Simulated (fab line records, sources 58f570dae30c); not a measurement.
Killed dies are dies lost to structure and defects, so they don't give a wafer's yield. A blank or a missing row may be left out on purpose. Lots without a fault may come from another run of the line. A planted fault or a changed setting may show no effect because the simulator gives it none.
Chamber matching | flow berkeley_cmos170 | UCB170_NWELL_ETCH_13 on rie_diel-03: 4 sister chambers
The step etches Si3N4 in CH3F/Ar/O2, stops on SiO2, target depth 246.4 nm, time 154 s. 4 wafers are shown with their chamber, then 7 later ones without.

WAFERS WITH THEIR CHAMBER
wafer  | chamber | drypump_motor_current_A (A)
L564.1 | 0       | 5.3
L564.3 | 3       | 5.2
L565.2 | 2       | 4.8
L565.4 | 1       | 5.9

WAFERS WITHOUT THEIR CHAMBER
wafer  | drypump_motor_current_A (A)
L565.6 | 4.9
L567.2 | 5.9
L567.3 | 5.3
L567.5 | 4.8
L571.1 | 5.9
L571.2 | 5.1
L571.6 | 5.1

WHICH CHAMBER EACH WENT THROUGH
wafer  | from the rows above     | in truth
L565.6 | 2                       | 2
L567.2 | 1                       | 1
L567.3 | can't be placed: 0 or 3 | 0
L567.5 | 2                       | 2
L571.1 | 1                       | 1
L571.2 | can't be placed: 3 or 0 | 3
L571.6 | can't be placed: 3 or 0 | 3
Placed correctly: 4 of 7. Can't be placed from these rows: 3 (the true chamber is among the candidates in 3). Placed wrongly: 0.
How it was worked out, from the rows above alone: a wafer's distance from a chamber is the root of the sum, over the readings, of the square of ((its reading less the chamber's mean) divided by the reading's scatter). The wafer belongs to the nearest chamber; if the next one is less than 2 further off, it can't be placed. A chamber's mean is the mean of its shown wafers. The scatter: with one shown wafer a chamber, the root of the mean of the squares of how far each hidden wafer lies from its nearest shown one.
